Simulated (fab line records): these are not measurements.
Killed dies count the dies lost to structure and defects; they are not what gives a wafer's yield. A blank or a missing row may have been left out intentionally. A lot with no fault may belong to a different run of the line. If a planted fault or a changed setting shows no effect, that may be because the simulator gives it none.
2 desks looking at one fault -- flow ritCmos -- each desk holds nothing but its own numbers, with what lay behind them at the end

METROLOGY DESK
What the gauges read, lot by lot, whatever tool the lot ran on: means of the sampled wafers that have a number. If a lot's mean is further than 4 standard deviations from the usual mean, the lot is out of limits and carries the mark OUT (the distance appears in the brackets).
Columns: A = PRETRO_OVL at RIT_PRETRO_OVL_MEAS_06, usual -0.3 nm; B = PSD_OVL at RIT_PSD_OVL_MEAS_06, usual -0.1 nm
lot,first seen here,A,B
L713,day 2 08:30,0.4,0.1
L714,day 2 14:18,-1.3,-1.8
L716,day 2 23:41,-2.2,0.7
L717,day 3 04:47,-2.7,-1.1
L718,day 3 11:13,-0.3,0.1
L721,day 4 00:18,-0.2,-0.2
L722,day 4 05:36,-0.9,0.0
L724,day 4 16:17,-0.4,-0.9
L729,day 5 18:39,-0.6,0.4
L730,day 5 22:55,1.1,-1.6
L731,day 6 04:56,-1.6,-0.3
L732,day 6 07:02,-0.8,0.9
L733,day 6 12:42,-1.5,-1.0
L736,day 7 05:49,0.3,-1.2
This desk's verdict: no lot among the 14 shows anything out of limits.

AT THE TOOL OWNER'S DESK: wetBench-04
The tool's own readings at RIT_SDANNEAL_CLEAN_02 (cleans in SC2, time 600 s): means of the sampled wafers that have a number, for each lot that ran on this tool. If a lot's mean is further than 4 standard deviations from the usual mean, the lot is out of limits and carries the mark OUT (the distance appears in the brackets).
Columns: A = runLengthS at RIT_SDANNEAL_CLEAN_02, usual 628 s
lot,first seen here,A
L717,day 4 01:28,625
L722,day 5 00:46,338 (-76) OUT
L724,day 5 16:20,331 (-78) OUT
L736,day 8 00:41,627
This desk's finding: out of limits on L722, L724; first on L722, day 5 00:46 (runLengthS at RIT_SDANNEAL_CLEAN_02). L717, L736 stayed within limits.

PUT TOGETHER
On L722, L724, at day 5 00:46, an alarm was possible from the tool owner's desk.
At the metrology desk, nothing out of limits was observed.
The metrology desk holds a record of L722, L724, inside its limits.
All the named lots went through RIT_SDANNEAL_CLEAN_02 on wetBench-04.

WHAT THE SIMULATOR PUT IN
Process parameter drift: wetBench-04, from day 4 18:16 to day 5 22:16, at RIT_SDANNEAL_CLEAN_02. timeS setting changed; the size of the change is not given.
Shown lots that were struck: L722, L724.
How many hours passed from the start of the fault until each desk's first out-of-limits reading: the tool owner's desk, 6.
